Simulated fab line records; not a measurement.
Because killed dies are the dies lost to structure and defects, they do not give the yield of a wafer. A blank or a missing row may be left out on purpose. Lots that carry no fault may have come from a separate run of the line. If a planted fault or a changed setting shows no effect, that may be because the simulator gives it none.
A struck lot beside a sound one	flow ritCmos	15 out of 202 route steps
Sound: the wafers L427.1, L427.4, L427.6. Wafers L433.1, L433.2, L433.3 were the ones struck. Last of all comes the cause.
Each step with rows lists, per side, the tool, then ch with its chambers, then its first start. Under that, the readings that differ: sound wafers	struck wafers	difference of the means	sigmas: that difference in standard deviations of wafers without a fault.
alike: readings with means less than 2 such deviations apart, plus words and numbers identical on both sides. not compared: withheld readings, readings lacking a value on some wafer, bounds such as >300 that could conceal the same value, and numbers that have no deviation in the record and whose values overlap.
A row with sigmas, a row that says differs or no value, or rows on one side alone: a step with any of these is where the two part. Numbers that have no deviation but don't overlap get no sigmas and don't part them. A reading that every wafer of one side lacks parts them only if that side has two wafers or more.

RIT_NSD_OVL_MEAS_06:
  sound on overlay-02, day 3 18:45; struck on overlay-02, day 5 01:05
reading	sound	struck	difference	sigmas
NSD_OVL (nm)	3.8 3.6 4.2	0.4 -0.5 -2.1	-4.6	-3
then, 2 steps without rows for these wafers: RIT_NSD_HARDBAKE_07 (time 60 s); RIT_NSD_IMPLANT_08.
RIT_NSD_STRIP_09: strips in O2, time 180 s.
  sound on plasmaAsher-02 ch 1, day 3 19:19; struck on plasmaAsher-02 ch 0,1, day 5 01:25
  alike: drypumpMotorCurrentA
  not compared: rfHoursCounterH
RIT_NSD_TW_MEAS_10:
  sound on filmMetro-03, day 3 19:30; struck on filmMetro-02, day 5 01:36
reading	sound	struck	difference	sigmas
NSD_TW	3121 3113 3117	3040 3052 3026	-78	-3
then, 6 steps without rows for these wafers: RIT_PSD_HMDS_00 (prime time 60 s); RIT_PSD_COAT_01 (resist thk 1000 nm); RIT_PSD_SOFTBAKE_02 (time 60 s); RIT_PSD_EXPOSE_03 (exposes mask M10, target cd 40900 nm); RIT_PSD_PEB_04; RIT_PSD_DEVELOP_05 (develop time 50 s).
RIT_PSD_OVL_MEAS_06:
  sound on overlay-02, day 3 20:43; struck on overlay-01, day 5 02:31
  alike: PSD_OVL
RIT_PSD_HARDBAKE_07: time 60 s.
  sound on lithoTrack-04 ch 0, day 3 20:46; struck on lithoTrack-04 ch 0, day 5 02:33
reading	sound	struck	difference	sigmas
heaterPowerTotalW (W)	62.45 62.52 62.52	63.69 63.70 63.57	+1.16	+24
plateTempC (C)	140.02 140.04 140.01	141.86 141.82 142.05	+1.89	+13
following that, these wafers have no rows for 1 step: RIT_PSD_IMPLANT_08.
RIT_M1_PROBE_99:
  sound on prober-01, day 4 05:21; struck on prober-01, day 5 10:55
  alike: killedAtFrontEnd, killedDies, killedOpen, killedShort

## WHERE THEY PART
First at RIT_NSD_OVL_MEAS_06; last, within this record, at RIT_PSD_HARDBAKE_07. Later steps at which nothing parts them and some readings are alike: RIT_M1_PROBE_99.

WHY: the cause the simulator had injected
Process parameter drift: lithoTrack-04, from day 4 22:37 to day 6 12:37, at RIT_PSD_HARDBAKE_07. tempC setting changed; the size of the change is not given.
